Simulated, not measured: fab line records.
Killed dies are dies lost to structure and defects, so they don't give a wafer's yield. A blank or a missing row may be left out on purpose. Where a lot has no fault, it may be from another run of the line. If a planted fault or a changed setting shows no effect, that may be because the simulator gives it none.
Which tool is to blame?    flow berkeley cmos170    45 wafers from 15 lots sampled at 2 of the route's 331 steps

WHAT THE GAUGES READ, wafer by wafer
UCB170_CONTACT_THK_MEAS_02. Usual: CONTACT_PSG_THK 700 nm, standard deviation 5.7.
lot   measured      on             CONTACT_PSG_THK (nm)  flag
L589  day 7 14:46   film metro-02  692 688 688           
L590  day 7 14:49   film metro-01  697 702 700           
L592  day 8 00:19   film metro-04  700 699 696           
L594  day 8 06:26   film metro-04  705 697 698           
L597  day 8 15:55   film metro-02  699 702 704           
L598  day 8 15:56   film metro-01  692 694 696           
L595  day 8 18:23   film metro-04  695 692 696           
L596  day 8 18:23   film metro-01  697 697 696           
L603  day 10 07:25  film metro-01  700 700 699           
L605  day 10 09:02  film metro-02  711 712 709           
L609  day 11 02:41  film metro-02  699 709 709           
L608  day 11 02:41  film metro-01  695 696 703           
L610  day 11 02:41  film metro-04  693 699 692           
L607  day 11 02:46  film metro-01  709 708 714           
L612  day 11 19:03  film metro-04  696 699 699           

UCB170_M1_OVL_MEAS_10. Usual: M1_OVL 1 nm, standard deviation 4.5.
lot   measured      on          M1_OVL (nm)  flag
L589  day 7 21:11   overlay-01  -5 -3 -3     
L590  day 7 21:20   overlay-02  4 9 5        
L592  day 8 04:46   overlay-01  -8 -6 4      
L594  day 8 11:37   overlay-01  -2 4 -1      
L597  day 8 22:19   overlay-01  5 4 4        
L598  day 8 22:49   overlay-02  2 -2 5       
L595  day 9 00:32   overlay-01  1 4 4        
L596  day 9 00:47   overlay-01  3 -4 -5      
L603  day 10 12:40  overlay-01  2 2 6        
L605  day 10 14:31  overlay-02  -1 3 -5      
L609  day 11 07:56  overlay-02  -3 3 1       
L608  day 11 07:51  overlay-01  6 -1 0       
L610  day 11 08:11  overlay-01  1 0 -4       
L607  day 11 09:38  overlay-02  2 1 0        
L612  day 11 23:42  overlay-01  -1 -3 -3     

WHAT TOOL EACH LOT RAN ON (gives the tool, then ch and the chambers of the sampled wafers, and finally the start)
Before these readings, the record contains no process step.

AS READ BY THE TOOLS THEMSELVES (means over the sampled wafers that have a number; for cases with no such wafer, the mark the record gives instead)
The record holds no such reading with a usual standard deviation.

THE ANSWER, worked out from the rows above alone
Rule: a lot counts as off when the mean over its wafers that have a number is more than 3 standard deviations away from the usual mean. A lot without any number at a reading at which 4 lots or more have one is off too. Where the step has rows for the other lots, those lots are counted as sound. The gauges are gone through in route order, then the tools' own readings, and for those a lot's mean is taken as printed above. The first step at which some lot is off is used, and at that step the reading that is off furthest; a lot without a number counts as furthest.
Nothing can be told from this: no lot is off at any reading shown.

WHAT THE SIMULATOR HAD PUT IN
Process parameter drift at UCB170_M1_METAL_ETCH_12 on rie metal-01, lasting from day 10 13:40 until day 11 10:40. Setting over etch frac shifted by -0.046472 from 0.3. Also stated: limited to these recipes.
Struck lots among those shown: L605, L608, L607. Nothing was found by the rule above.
